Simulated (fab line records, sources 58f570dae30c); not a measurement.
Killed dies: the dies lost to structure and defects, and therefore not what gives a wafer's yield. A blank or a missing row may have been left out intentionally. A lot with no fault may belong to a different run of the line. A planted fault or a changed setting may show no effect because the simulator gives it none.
What tool caused it? || flow berkeley-cmos170 || 14 lots, 42 wafers sampled, at 2 steps of a route of 331

## WHAT THE GAUGES READ, wafer by wafer
UCB170_NLDD_CD_MEAS_06: the cd target is 1200 nm. Usual: 1199.8 nm for cd-nm, sd 1.2.
{"lot": "L244", "measured": "day 6 02:37", "on": "cd-sem-01", "cd-nm (nm)": "1198.7 1200.5 1200.8", "flag": ""}
{"lot": "L245", "measured": "day 6 03:31", "on": "cd-sem-01", "cd-nm (nm)": "1200.3 1199.0 1198.7", "flag": ""}
{"lot": "L246", "measured": "day 6 14:44", "on": "cd-sem-01", "cd-nm (nm)": "1202.1 1201.7 1201.4", "flag": ""}
{"lot": "L248", "measured": "day 7 03:34", "on": "cd-sem-02", "cd-nm (nm)": "1201.8 1202.3 1201.5", "flag": ""}
{"lot": "L247", "measured": "day 7 03:54", "on": "cd-sem-02", "cd-nm (nm)": "1200.1 1200.5 1199.9", "flag": ""}
{"lot": "L250", "measured": "day 8 03:37", "on": "cd-sem-02", "cd-nm (nm)": "1198.7 1198.3 1198.0", "flag": ""}
{"lot": "L252", "measured": "day 8 04:23", "on": "cd-sem-01", "cd-nm (nm)": "1181.0 1180.8 1180.8", "flag": "OFF"}
{"lot": "L254", "measured": "day 8 08:42", "on": "cd-sem-02", "cd-nm (nm)": "1181.5 1181.9 1183.4", "flag": "OFF"}
{"lot": "L253", "measured": "day 8 08:41", "on": "cd-sem-01", "cd-nm (nm)": "1199.6 1199.0 1199.3", "flag": ""}
{"lot": "L259", "measured": "day 9 06:29", "on": "cd-sem-01", "cd-nm (nm)": "1199.2 1199.0 1199.5", "flag": ""}
{"lot": "L262", "measured": "day 10 05:31", "on": "cd-sem-01", "cd-nm (nm)": "1197.4 1199.3 1197.0", "flag": ""}
{"lot": "L263", "measured": "day 10 14:41", "on": "cd-sem-01", "cd-nm (nm)": "1201.8 1202.3 1202.2", "flag": ""}
{"lot": "L265", "measured": "day 10 20:13", "on": "cd-sem-02", "cd-nm (nm)": "1199.4 1199.5 1200.1", "flag": ""}
{"lot": "L267", "measured": "day 11 17:21", "on": "cd-sem-02", "cd-nm (nm)": "1200.6 1199.9 1198.9", "flag": ""}

## WHICH TOOL RAN EACH LOT (tool, then ch and the chambers of the sampled wafers, then the start)
{"lot": "L244", "UCB170_NLDD_SOFTBAKE_02": "litho-track-04 ch 0, day 6 01:46"}
{"lot": "L245", "UCB170_NLDD_SOFTBAKE_02": "litho-track-01 ch 0, day 6 02:50"}
{"lot": "L246", "UCB170_NLDD_SOFTBAKE_02": "litho-track-04 ch 0, day 6 14:12"}
{"lot": "L248", "UCB170_NLDD_SOFTBAKE_02": "litho-track-04 ch 0, day 7 02:31"}
{"lot": "L247", "UCB170_NLDD_SOFTBAKE_02": "litho-track-01 ch 0, day 7 02:59"}
{"lot": "L250", "UCB170_NLDD_SOFTBAKE_02": "litho-track-04 ch 0, day 8 02:58"}
{"lot": "L252", "UCB170_NLDD_SOFTBAKE_02": "litho-track-01 ch 0, day 8 03:44"}
{"lot": "L254", "UCB170_NLDD_SOFTBAKE_02": "litho-track-01 ch 0, day 8 07:44"}
{"lot": "L253", "UCB170_NLDD_SOFTBAKE_02": "litho-track-03 ch 0, day 8 07:49"}
{"lot": "L259", "UCB170_NLDD_SOFTBAKE_02": "litho-track-03 ch 0, day 9 05:13"}
{"lot": "L262", "UCB170_NLDD_SOFTBAKE_02": "litho-track-04 ch 0, day 10 04:47"}
{"lot": "L263", "UCB170_NLDD_SOFTBAKE_02": "litho-track-03 ch 0, day 10 13:49"}
{"lot": "L265", "UCB170_NLDD_SOFTBAKE_02": "litho-track-04 ch 0, day 10 19:32"}
{"lot": "L267", "UCB170_NLDD_SOFTBAKE_02": "litho-track-01 ch 0, day 11 16:20"}
- UCB170_NLDD_SOFTBAKE_02: time 60 s.

## AS READ BY THE TOOLS THEMSELVES (means over the sampled wafers that have a number; for cases with no such wafer, the mark the record gives instead)
UCB170_NLDD_SOFTBAKE_02. Usual: exhaust-pa 44.7 Pa, standard deviation 0.89; heater-power-total-W 56.80 W, standard deviation 0.045; plate-temp-C 130.00 C, standard deviation 0.12; resist-line-temp-C 23.02 C, standard deviation 0.13.
{"lot": "L244", "tool": "litho-track-04", "exhaust-pa (Pa)": 46.2, "heater-power-total-W (W)": 56.79, "plate-temp-C (C)": 130.08, "resist-line-temp-C (C)": 22.95, "flag": ""}
{"lot": "L245", "tool": "litho-track-01", "exhaust-pa (Pa)": 43.7, "heater-power-total-W (W)": 56.74, "plate-temp-C (C)": 129.99, "resist-line-temp-C (C)": 23.04, "flag": ""}
{"lot": "L246", "tool": "litho-track-04", "exhaust-pa (Pa)": 44.8, "heater-power-total-W (W)": 56.78, "plate-temp-C (C)": 130.09, "resist-line-temp-C (C)": 22.90, "flag": ""}
{"lot": "L248", "tool": "litho-track-04", "exhaust-pa (Pa)": 44.8, "heater-power-total-W (W)": 56.84, "plate-temp-C (C)": 129.88, "resist-line-temp-C (C)": 23.09, "flag": ""}
{"lot": "L247", "tool": "litho-track-01", "exhaust-pa (Pa)": 45.0, "heater-power-total-W (W)": 56.84, "plate-temp-C (C)": 130.06, "resist-line-temp-C (C)": 22.97, "flag": ""}
{"lot": "L250", "tool": "litho-track-04", "exhaust-pa (Pa)": 43.9, "heater-power-total-W (W)": 56.79, "plate-temp-C (C)": 129.97, "resist-line-temp-C (C)": 23.05, "flag": ""}
{"lot": "L252", "tool": "litho-track-01", "exhaust-pa (Pa)": 44.7, "heater-power-total-W (W)": 51.35, "plate-temp-C (C)": 120.14, "resist-line-temp-C (C)": 23.14, "flag": "OFF"}
{"lot": "L254", "tool": "litho-track-01", "exhaust-pa (Pa)": 44.5, "heater-power-total-W (W)": 51.35, "plate-temp-C (C)": 120.33, "resist-line-temp-C (C)": 23.14, "flag": "OFF"}
{"lot": "L253", "tool": "litho-track-03", "exhaust-pa (Pa)": 45.3, "heater-power-total-W (W)": 56.80, "plate-temp-C (C)": 130.08, "resist-line-temp-C (C)": 23.05, "flag": ""}
{"lot": "L259", "tool": "litho-track-03", "exhaust-pa (Pa)": 45.1, "heater-power-total-W (W)": 56.80, "plate-temp-C (C)": 129.95, "resist-line-temp-C (C)": 22.98, "flag": ""}
{"lot": "L262", "tool": "litho-track-04", "exhaust-pa (Pa)": 45.0, "heater-power-total-W (W)": 56.79, "plate-temp-C (C)": 129.99, "resist-line-temp-C (C)": 23.09, "flag": ""}
{"lot": "L263", "tool": "litho-track-03", "exhaust-pa (Pa)": 44.9, "heater-power-total-W (W)": 56.79, "plate-temp-C (C)": 129.94, "resist-line-temp-C (C)": 22.86, "flag": ""}
{"lot": "L265", "tool": "litho-track-04", "exhaust-pa (Pa)": 44.5, "heater-power-total-W (W)": 56.82, "plate-temp-C (C)": 129.96, "resist-line-temp-C (C)": 23.12, "flag": ""}
{"lot": "L267", "tool": "litho-track-01", "exhaust-pa (Pa)": 44.8, "heater-power-total-W (W)": 56.80, "plate-temp-C (C)": 130.03, "resist-line-temp-C (C)": 23.00, "flag": ""}

## THE ANSWER, worked out from the rows above alone
Rule: a lot is off if the mean of its wafers that have a number lies more than 3 standard deviations from the usual mean. A lot without any number at a reading at which 4 lots or more have one is off too. Any other lot the step has rows for is counted as sound. First the gauges in route order, then the tools' own readings, where a lot's mean is used as printed above. At the first step where some lot is off, the reading lying furthest off is the one used; lots without a number count as furthest.
Off at UCB170_NLDD_CD_MEAS_06 (cd-nm): L252, L254.
If a tool, at a process step before that reading, ran all the lots that are off and no sound lot after the first of them, it fits. Not tried: the gauges at UCB170_NLDD_CD_MEAS_06; whatever is off there is also off at UCB170_NLDD_SOFTBAKE_02, on other tools, and gauge error can't account for it. Of those tried, none fits.

## WHAT THE SIMULATOR PUT IN
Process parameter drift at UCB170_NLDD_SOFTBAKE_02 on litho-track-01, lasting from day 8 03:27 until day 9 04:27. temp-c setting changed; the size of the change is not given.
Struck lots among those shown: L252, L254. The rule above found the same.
